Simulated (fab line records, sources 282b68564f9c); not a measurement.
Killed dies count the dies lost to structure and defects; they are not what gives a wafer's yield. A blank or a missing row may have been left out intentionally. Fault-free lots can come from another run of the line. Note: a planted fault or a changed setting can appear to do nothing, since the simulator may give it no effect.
fab line records -- flow rit_cmos
record: lots: 14, wafers: 42, last_day: 7
route steps=202 shown NLDD@106
lots that met no fault: taken from a fault-free run of the same line
start_h: the number of hours between the record's first day and the start of the first shown wafer of the lot -- wait_h: time in hours since the lot's previous step -- " repeats the value in the row above -- L1.1+2: several wafers, shown together as one row -- - value missing, or start not given -- * or withheld: withheld -- < > ~ a bound
route shown NAME@n: names a module that has steps shown in the file, with the first one's number in the route -- usual: average and standard deviation across the fault-free wafers -- same: alike in all rows -- chamber/n: place in a boat -- sites: readings site by site -- _std_site: their standard deviation -- _edge_site: mean of outer sites minus mean of inner sites -- radius_mm: for every site, how far away it sits from the centre of the wafer -- mask NAME#n: copy n -- behind: the most recent tool/chamber to have shaped the wafer -- hold: what put the lot on hold/how long, in hours/how the hold closed -- device: names the non-switching transistor (n, p or np) -- end of line: the tests these same wafers got at the end of their route -- where a step has no rows: the recipe by itself -- killed: not the wafer's yield, but the dies lost to structure and defects at the first sort -- map: a wafer's dies, x killed, . not, _ none there
set.NAME: setting as actually run; set.NAME@STEP: the setting as run at that earlier step -- model.NAME: the simulator's own value behind a step, which no gauge read
a sample of lots followed through the steps of the route, with each step as a table and each wafer as a row
services: from which hour (start_h, from the record's first day; less than 0 if before it) a tool's chamber was out of use, for how many hours, and why
== steps ==
step: RIT_NLDD_EXPOSE_03
recipe: mask_id: M7, na: 0.57, target_cd_nm: 40700, dose_mj: 250
lot.wafer,tool,chamber,start_h,wait_h,mask
L138.2+4+6,iline_stepper-02,0,43.40,0.2,M7#0
L139.3+5+6,iline_stepper-02,0,45.87,0.1,M7#0
L140.1+2+5,iline_stepper-01,0,50.61,0.2,M7#0
L141.1+2+3,iline_stepper-01,0,57.50,0.1,M7#0
L143.2+3+4,iline_stepper-01,0,66.67,0.2,M7#0
L145.3+5+6,iline_stepper-02,0,78.39,0.2,M7#0
L150.1+5+6,iline_stepper-02,0,102.45,0.2,M7#0
L152.1+2+4,iline_stepper-01,0,114.79,0.2,M7#0
L153.1+2+4,iline_stepper-01,0,116.73,0.1,M7#0
L154.1+3+5,iline_stepper-01,0,122.79,0.1,M7#0
L156.1+5+6,iline_stepper-01,0,133.62,0.2,M7#0
L157.1+2+5,iline_stepper-01,0,137.30,0.1,M7#0
L158.3+4+5,iline_stepper-01,0,141.22,0.1,M7#0
L160.3+4+5,iline_stepper-01,0,154.16,0.2,M7#0
step: RIT_NLDD_OVL_MEAS_06
usual: NLDD_OVL: -0.7/1.6
lot.wafer,tool,chamber,start_h,wait_h,hold,NLDD_OVL[nm]
L138.2,overlay-01,-,43.79,-,-,-4.0
L138.4,overlay-01,-,43.79,-,-,-3.2
L138.6,overlay-01,-,43.79,-,-,-1.9
L139.3,overlay-01,-,46.25,-,-,2.0
L139.5,overlay-01,-,46.25,-,-,0.4
L139.6,overlay-01,-,46.25,-,-,-1.5
L140.1,overlay-01,-,51.01,-,-,0.5
L140.2,overlay-01,-,51.01,-,-,-0.9
L140.5,overlay-01,-,51.01,-,-,-0.9
L141.1,overlay-01,-,57.90,-,-,-2.3
L141.2,overlay-01,-,57.90,-,-,-1.8
L141.3,overlay-01,-,57.90,-,-,-2.5
L143.2,overlay-01,-,67.06,-,-,-0.5
L143.3,overlay-01,-,67.06,-,-,-0.9
L143.4,overlay-01,-,67.06,-,-,1.2
L145.3,overlay-01,-,78.76,-,await_dispo/0.2h/release,-148.4
L145.5,overlay-01,-,78.76,-,await_dispo/0.2h/release,-148.6
L145.6,overlay-01,-,78.76,-,await_dispo/0.2h/release,-148.9
L145.3,overlay-01,-,78.96,0.2,-,-147.6
L145.5,overlay-01,-,78.96,0.2,-,-147.4
L145.6,overlay-01,-,78.96,0.2,-,-148.3
L150.1,overlay-01,-,102.85,-,await_dispo/0.2h/release,-149.3
L150.5,overlay-01,-,102.85,-,await_dispo/0.2h/release,-149.4
L150.6,overlay-01,-,102.85,-,await_dispo/0.2h/release,-149.7
L150.1,overlay-01,-,103.05,0.2,-,-148.0
L150.5,overlay-01,-,103.05,0.2,-,-148.4
L150.6,overlay-01,-,103.05,0.2,-,-148.0
L152.1,overlay-02,-,115.19,-,-,0.4
L152.2,overlay-02,-,115.19,-,-,-0.3
L152.4,overlay-02,-,115.19,-,-,0.5
L153.1,overlay-01,-,117.13,-,-,-3.7
L153.2,overlay-01,-,117.13,-,-,-1.7
L153.4,overlay-01,-,117.13,-,-,-5.2
L154.1,overlay-02,-,123.19,-,-,1.8
L154.3,overlay-02,-,123.19,-,-,2.6
L154.5,overlay-02,-,123.19,-,-,2.7
L156.1,overlay-01,-,134.02,-,-,-3.4
L156.5,overlay-01,-,134.02,-,-,-0.7
L156.6,overlay-01,-,134.02,-,-,-2.1
L157.1,overlay-02,-,137.70,-,-,0.4
L157.2,overlay-02,-,137.70,-,-,-0.6
L157.5,overlay-02,-,137.70,-,-,0.4
L158.3,overlay-01,-,141.60,-,-,0.9
L158.4,overlay-01,-,141.60,-,-,2.6
L158.5,overlay-01,-,141.60,-,-,0.8
L160.3,overlay-02,-,154.53,-,-,-1.9
L160.4,overlay-02,-,154.53,-,-,-0.9
L160.5,overlay-02,-,154.53,-,-,-2.1
== services ==
tool,chamber,start_h,hours,kind
iline_stepper-01,-,19.76,1.7,pm
iline_stepper-02,-,81.00,2.1,pm
iline_stepper-02,-,83.08,-,consumable_replace:lamp
== key ==
first_sign: step: RIT_NLDD_OVL_MEAS_06, reading: visit, direction: added
effect: step: RIT_NLDD_OVL_MEAS_06, reading: NLDD_OVL, direction: down, sigmas: 91, usual: -0.7, struck: -149.1
met_at RIT_NLDD_EXPOSE_03
struck_lots L145,L150
scrapped_behind RIT_NLDD_OVL_MEAS_06 L145.3,L145.5,L145.6,L150.1,L150.5,L150.6
onset_between 45.87 78.39
fault: kind: scanner_matching_overlay, tool: iline_stepper-02, chamber: -, onset_h: 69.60, steps: RIT_NLDD_EXPOSE_03, offset: -150
